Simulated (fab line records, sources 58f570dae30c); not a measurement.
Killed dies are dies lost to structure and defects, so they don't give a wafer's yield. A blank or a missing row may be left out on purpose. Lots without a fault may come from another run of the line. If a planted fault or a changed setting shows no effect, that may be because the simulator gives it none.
fab line records	flow berkeley-cmos170
[record] lots = 6	wafers = 18	last-day = 12
route steps=331 shown NVT@110 PVT@115 GATE@125 M3@331
lots with no fault: from the same line, run without faults
start-h: hours from the record's first day to the start of the lot's first wafer shown	wait-h: how many hours have passed since the lot's step before this one	" as in the row above	L1.1+2: one row covering several wafers at once	- either no value or no given start	* or withheld: withheld	< > ~ a bound
route shown NAME@n: a module of which the file shows steps, and the number in the route of the first	usual: mean/standard deviation taken from wafers without a fault	same: alike in all rows	chamber/n: place in a boat	sites: readings site by site	_std_site: the values' standard deviation	_edge_site: mean of outer sites minus mean of inner sites	radius-mm: for every site, how far away it sits from the centre of the wafer	mask NAME#n: copy n	behind: the last tool/chamber to shape the wafer	hold: the reason the lot was held/the length of the hold in hours/how it ended	device: whichever transistor did not switch (one of n, p or np)	end of line: tests of these same wafers at the route's end	where a step has no rows: the recipe by itself	killed: the dies lost at the first sort to structure and to defects; this is not the yield of the wafer	map: a wafer's dies, marking killed ones x, the rest . and places with no die _
set.NAME: the setting the step ran with; set.NAME@STEP: the setting that earlier step ran with	model.NAME: the simulator's own value behind a step, which no gauge read
lots at some steps of the route; a table a step, a row a wafer
services: when a tool's chamber went out of use (start-h, in hours from the record's first day, below 0 if earlier), for how many hours, and the reason
[[steps]]
[step UCB170_NVT_OVL_MEAS_06]
[usual] NVT_OVL = -1/5.5
lot.wafer	tool	chamber	start-h	wait-h	NVT_OVL[nm]
L167.1	overlay-01	-	139.03	-	1
L167.2	"	-	"	"	-4
L167.5	"	-	"	"	-2
L173.3	overlay-02	-	164.85	-	-1
L173.4	"	-	"	"	-11
L173.6	"	-	"	"	-6
L182.3	overlay-01	-	204.94	-	1
L182.4	"	-	"	"	2
L182.5	"	-	"	"	-8
L180.3	overlay-02	-	205.31	-	-2
L180.4	"	-	"	"	-2
L180.6	"	-	"	"	1
L179.4	overlay-01	-	205.32	-	-8
L179.5	"	-	"	"	-14
L179.6	"	-	"	"	-8
L183.1	overlay-01	-	225.46	-	5
L183.5	"	-	"	"	5
L183.6	"	-	"	"	1
[step UCB170_NVT_IMPLANT_07]
[recipe] species = BF2	dose-cm2 = 3e+12	energy-kev = 50	tilt-deg = 7
[step UCB170_NVT_STRIP_08]
[recipe] chemistry = O2	power-w = 400	pressure-mtorr = 3500	platen-temp-c = withheld	o2-flow-sccm = 400	overash-fraction = 0.5
[usual] drypump-motor-current-A = 5.8/0.71	oes-product-au = 0.735/0.0045	strip-time-to-endpoint-s = 21.68/0.063
lot.wafer	tool	chamber	start-h	wait-h	drypump-motor-current-A	oes-product-au	rf-hours-counter-h	strip-time-to-endpoint-s
L167.1	plasma-asher-04	0	139.22	0.1	5.1	0.732	38	21.66
L167.2	"	1	"	"	6.6	0.739	38	21.69
L167.5	"	0	"	"	5.1	0.733	-	21.73
L173.3	plasma-asher-04	0	165.06	0.1	5.1	0.729	-	21.72
L173.4	"	1	"	"	6.6	0.728	-	21.68
L173.6	"	1	"	"	6.6	0.736	-	21.63
L182.3	plasma-asher-04	1	205.15	0.1	6.6	0.736	-	21.71
L182.4	"	0	"	"	5.1	0.737	-	21.70
L182.5	"	0	"	"	5.1	0.733	-	21.63
L179.4	plasma-asher-03	1	205.52	0.1	6.0	0.730	-	21.55
L179.5	"	1	"	"	6.0	0.729	-	21.56
L179.6	"	0	"	"	4.9	0.741	-	21.58
L180.3	plasma-asher-01	0	205.52	0.1	6.4	0.734	-	21.75
L180.4	"	1	"	"	5.1	0.736	-	21.73
L180.6	"	1	"	"	5.1	0.730	-	21.71
L183.1	plasma-asher-01	0	225.65	0.1	6.5	0.736	12	21.62
L183.5	"	1	"	"	5.1	0.736	-	21.61
L183.6	"	0	"	"	6.5	0.742	-	21.66
[step UCB170_NVT_TW_MEAS_09]
[usual] NVT_TW = 526/5.6
lot.wafer	tool	chamber	start-h	wait-h	NVT_TW
L167.1	film-metro-02	-	139.32	0.1	525
L167.2	"	-	"	"	528
L167.5	"	-	"	"	526
L173.3	film-metro-02	-	165.15	0.1	528
L173.4	"	-	"	"	531
L173.6	"	-	"	"	528
L182.3	film-metro-01	-	205.23	0.1	524
L182.4	"	-	"	"	529
L182.5	"	-	"	"	523
L180.3	film-metro-03	-	205.60	0.1	513
L180.4	"	-	"	"	515
L180.6	"	-	"	"	515
L179.4	film-metro-01	-	205.61	0.1	523
L179.5	"	-	"	"	526
L179.6	"	-	"	"	524
L183.1	film-metro-01	-	225.75	0.1	532
L183.5	"	-	"	"	530
L183.6	"	-	"	"	532
[step UCB170_NVT_CLEAN_10]
[recipe] chemistry = SPM	temp-c = 120	time-s = 600
[step UCB170_PVT_HMDS_00]
[recipe] prime-time-s = 60	prime-temp-c = 100
[step UCB170_PVT_COAT_01]
[recipe] resist = KrF	spin-rpm = 1500	resist-thk-nm = 900
[step UCB170_PVT_SOFTBAKE_02]
[recipe] resist = KrF	temp-c = 130	time-s = 60
[step UCB170_PVT_EXPOSE_03]
[recipe] mask-id = NWELL	target-cd-nm = 3000	na = 0.5	sigma-outer = 0.6	source-shape = conventional	dose-mj = 30
[step UCB170_PVT_PEB_04]
[recipe] peb-temp-c = 130	peb-time-s = withheld	resist = KrF
[step UCB170_PVT_DEVELOP_05]
[recipe] developer = TMAH	develop-time-s = 45	resist = KrF	dev-temp-c = 21
[step UCB170_PVT_OVL_MEAS_06]
[usual] PVT_OVL = 1/5.4
lot.wafer	tool	chamber	start-h	wait-h	PVT_OVL[nm]
L167.1	overlay-01	-	141.03	-	-7
L167.2	"	-	"	"	3
L167.5	"	-	"	"	2
L173.3	overlay-02	-	167.69	-	8
L173.4	"	-	"	"	-8
L173.6	"	-	"	"	-1
L182.3	overlay-02	-	206.66	-	9
L182.4	"	-	"	"	-2
L182.5	"	-	"	"	5
L179.4	overlay-02	-	207.09	-	1
L179.5	"	-	"	"	-9
L179.6	"	-	"	"	2
L180.3	overlay-02	-	207.53	-	8
L180.4	"	-	"	"	4
L180.6	"	-	"	"	-2
L183.1	overlay-02	-	227.19	-	1
L183.5	"	-	"	"	-5
L183.6	"	-	"	"	3
[step UCB170_PVT_IMPLANT_07]
[recipe] species = P	dose-cm2 = 2e+12	energy-kev = 30	tilt-deg = 7
[usual] beam-energy-keV = 30.000/0.0098	beam-on-s = 10.01/0.19	faraday-current-uA = 6.34/0.12
lot.wafer	tool	chamber	start-h	wait-h	beam-energy-keV	beam-on-s	faraday-current-uA
L167.1	implanter-03	0	141.07	0.0	30.013	10.27	6.20
L167.2	"	0	"	"	30.011	10.07	6.31
L167.5	"	0	"	"	30.015	10.03	6.31
L173.3	implanter-03	0	167.76	0.1	29.982	9.87	6.43
L173.4	"	0	"	"	30.008	10.04	6.32
L173.6	"	0	"	"	29.988	10.19	6.22
L182.3	implanter-01	0	206.74	0.1	30.013	9.77	6.48
L182.4	"	0	"	"	30.006	10.25	6.21
L182.5	"	0	"	"	29.998	10.31	6.19
L179.4	implanter-03	0	207.18	0.1	30.008	10.00	6.33
L179.5	"	0	"	"	30.000	9.74	6.53
L179.6	"	0	"	"	29.981	10.05	6.32
L180.3	implanter-01	0	207.60	0.1	30.000	7.66	8.30
L180.4	"	0	"	"	29.985	7.84	8.08
L180.6	"	0	"	"	29.999	7.52	8.44
L183.1	implanter-01	0	227.22	0.0	29.979	7.51	8.41
L183.5	"	0	"	"	29.996	7.66	8.25
L183.6	"	0	"	"	30.006	7.72	8.25
[step UCB170_PVT_STRIP_08]
[recipe] chemistry = O2	power-w = 400	pressure-mtorr = 3500	platen-temp-c = withheld	o2-flow-sccm = 400	overash-fraction = 0.5
[usual] drypump-motor-current-A = 5.9/0.58	oes-product-au = 0.734/0.0043	strip-time-to-endpoint-s = 21.68/0.065
lot.wafer	tool	chamber	start-h	wait-h	drypump-motor-current-A	oes-product-au	rf-hours-counter-h	strip-time-to-endpoint-s
L167.1	plasma-asher-04	1	141.22	0.1	6.6	0.734	38	21.74
L167.2	"	0	"	"	5.1	0.736	38	21.68
L167.5	"	1	"	"	6.6	0.734	-	21.71
L173.3	plasma-asher-02	0	167.89	0.1	6.2	0.732	-	21.65
L173.4	"	1	"	"	5.9	0.730	-	21.68
L173.6	"	1	"	"	5.9	0.729	-	21.72
L182.3	plasma-asher-01	0	206.87	0.1	6.4	0.732	-	21.54
L182.4	"	1	"	"	5.1	0.732	-	21.64
L182.5	"	0	"	"	6.5	0.734	-	21.58
L179.4	plasma-asher-02	1	207.29	0.1	5.9	0.730	-	21.63
L179.5	"	0	"	"	6.2	0.733	-	21.60
L179.6	"	1	"	"	5.9	0.736	-	21.61
L180.3	plasma-asher-04	1	207.73	0.1	6.6	0.735	-	21.58
L180.4	"	0	"	"	5.1	0.731	-	21.64
L180.6	"	0	"	"	5.1	0.731	-	21.66
L183.1	plasma-asher-01	0	227.37	0.1	6.4	0.739	12	21.58
L183.5	"	0	"	"	6.5	0.738	-	21.57
L183.6	"	1	"	"	5.1	0.734	-	21.65
[step UCB170_PVT_TW_MEAS_09]
[usual] PVT_TW = 504/4.7
lot.wafer	tool	chamber	start-h	wait-h	PVT_TW
L167.1	film-metro-04	-	141.32	0.1	505
L167.2	"	-	"	"	502
L167.5	"	-	"	"	502
L173.3	film-metro-04	-	167.98	0.1	503
L173.4	"	-	"	"	505
L173.6	"	-	"	"	505
L182.3	film-metro-04	-	206.96	0.1	505
L182.4	"	-	"	"	505
L182.5	"	-	"	"	503
L179.4	film-metro-03	-	207.39	0.1	499
L179.5	"	-	"	"	496
L179.6	"	-	"	"	496
L180.3	film-metro-02	-	207.82	0.1	471
L180.4	"	-	"	"	471
L180.6	"	-	"	"	473
L183.1	film-metro-04	-	227.47	0.1	460
L183.5	"	-	"	"	461
L183.6	"	-	"	"	464
[step UCB170_GATE_WET_ETCH_00]
[recipe] chemistry = dHF	dilution = 25:1	target = SiO2	temp-c = 25	time-s = 200
[step UCB170_M3_PROBE_99]
lot.wafer	tool	chamber	start-h	wait-h	model.etest.pmos_0p6.r-on-ohm-um	model.etest.pmos_0p35.r-on-ohm-um	model.etest.pmos-turned.drive-ua-um	model.etest.pmos_0p35.drive-ua-um	model.etest.pmos_0p6.drive-ua-um	model.etest.pmos-narrow.drive-ua-um	model.etest.pmos_0p35.off-log10-a-um	model.etest.ring.delay-ps
L167.1	prober-02	-	197.18	0.1	8537	4719	297.6	286.1	160.6	137.3	-11.32	48.87
L167.2	prober-02	-	197.23	0.1	8607	4749	295	283.4	157.6	135.9	-11.47	48.73
L167.5	prober-02	-	197.38	0.2	8522	4738	296.4	283.4	159.1	136.9	-11.45	48.97
L173.3	prober-01	-	227.74	0.2	8263	4591	307.7	294.1	167.4	145.7	-11.35	47.81
L173.4	prober-01	-	227.79	0.2	8135	4556	314	301.8	171.6	149.5	-11.32	47.92
L173.6	prober-01	-	227.89	0.2	8213	4589	313.3	297.4	167.9	150.6	-11.3	47.99
L182.3	prober-01	-	260.74	0.2	8623	4718	294.7	283.8	158	142.9	-11.33	48.66
L182.4	prober-01	-	260.79	0.2	8464	4660	299.4	285.2	160.5	144.3	-11.46	48.54
L182.5	prober-01	-	260.84	0.2	8575	4710	293.9	280	158.2	142.6	-11.45	49.35
L180.3	prober-01	-	262.67	0.2	8316	4607	307.2	294.6	168.2	150.7	-10.74	48.24
L180.4	prober-01	-	262.72	0.2	8158	4550	315.1	299.8	171.6	154.5	-10.62	47.47
L180.6	prober-01	-	262.82	0.2	8227	4520	314	299.4	171.3	152.8	-10.68	48.12
L179.4	prober-02	-	263.08	0.2	8620	4761	290.6	277.4	156	139	-11.53	49.57
L179.5	prober-02	-	263.13	0.2	8519	4691	296.4	281.1	159.2	140.7	-11.36	49.31
L179.6	prober-02	-	263.18	0.2	8544	4682	296.6	285.2	159.4	142.3	-11.4	48.52
L183.6	prober-02	-	280.26	0.2	8360	4559	306.9	293.1	165.8	144	-10.55	48.17
// killed by level:class
L167.1 ACTIVE:area-etch=2 WELLDRIVE:geometric-particle:short=1 SILICIDE:geometric-particle:short=1 M1:geometric-particle:open=1 M3:geometric-particle:short=1
L167.2 SILICIDE:geometric-particle:short=1 V2:geometric-particle:short=1
L167.5 WELLDRIVE:geometric-particle:open=1
L173.3 WELLDRIVE:geometric-particle:short=1 CONTACT:geometric-particle:open=1
L173.4 ZERO:coat-microbubble-printed=1
L173.6 SACOX:geometric-particle:open=1 GATE:geometric-particle:open=1 M2:geometric-particle:open=1 M3:geometric-particle:short=1 ACTIVE:area-etch=1
L182.3 FIELD:geometric-particle:short=1 GATE:geometric-particle:open=1 CONTACT:geometric-particle:open=1 V2:geometric-particle:open=1 M3:geometric-particle:short=1
L182.4 M1:geometric-particle:short=1 V2:geometric-particle:short=1
L182.5 SACOX:geometric-particle:short=1 M1:geometric-particle:short=1
L179.4 GATE:geometric-particle:short=1 SILICIDE:geometric-particle:open=1 PWELL:area-etch=1
L179.5 SILICIDE:geometric-particle:short=1 M1:geometric-particle:short=1 M2:geometric-particle:short=1 ACTIVE:area-etch=1
L179.6 ACTIVE:area-etch=2 START:geometric-particle:short=1 WELLDRIVE:geometric-particle:open=1 GATE:geometric-particle:open=1 V2:geometric-particle:short=1 M3:geometric-particle:open=1
[[services]]
tool	chamber	start-h	hours	kind
plasma-asher-01	0	117.75	-	clean
plasma-asher-01	1	117.75	-	clean
plasma-asher-03	-	123.03	1.1	repair
implanter-01	-	160.28	3.7	pm
implanter-01	-	173.82	3.3	pm
implanter-03	-	212.52	3.9	pm
plasma-asher-01	-	219.53	4.8	repair
plasma-asher-02	-	223.58	2.8	repair
[[key]]
[first-sign] step = UCB170_PVT_IMPLANT_07	reading = faraday-current-uA	direction = up	sigmas = 16	usual = 6.34	struck = 8.29
[effect] step = UCB170_PVT_IMPLANT_07	reading = beam-on-s	direction = down	sigmas = 12	usual = 10.01	struck = 7.65
[effect] step = UCB170_PVT_TW_MEAS_09	reading = PVT_TW	direction = down	sigmas = 7.9	usual = 504	struck = 467
[model-effect] step = UCB170_M3_PROBE_99	value = etest.pmos_0p6.r-on-ohm-um	without = 8510	struck = 8265
met-at UCB170_PVT_IMPLANT_07
struck-wafers L180.3,L180.4,L180.6,L183.1,L183.5,L183.6
sort-left-out L180.3,L180.4,L180.6,L183.1,L183.5,L183.6
tester-left-out L180,L183
onset-between 206.74 207.60
[fault] kind = process-parameter-drift	tool = implanter-01	chamber = -	onset-h = 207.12	steps = UCB170_PVT_IMPLANT_07	channel = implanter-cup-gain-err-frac	offset = 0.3	shape = step	end-h = 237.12
// tester-left-out: of these lots the tester's yield and bins aren't shown, on N5 and GAA mostly nor the transistor test; their killed dies are dies lost to structure and defects alone, not to doping, threshold or leakage, so they don't give the yield
// sort-left-out: the simulated sort isn't trusted on such a fault, so these wafers' sort isn't shown, and their yield isn't known
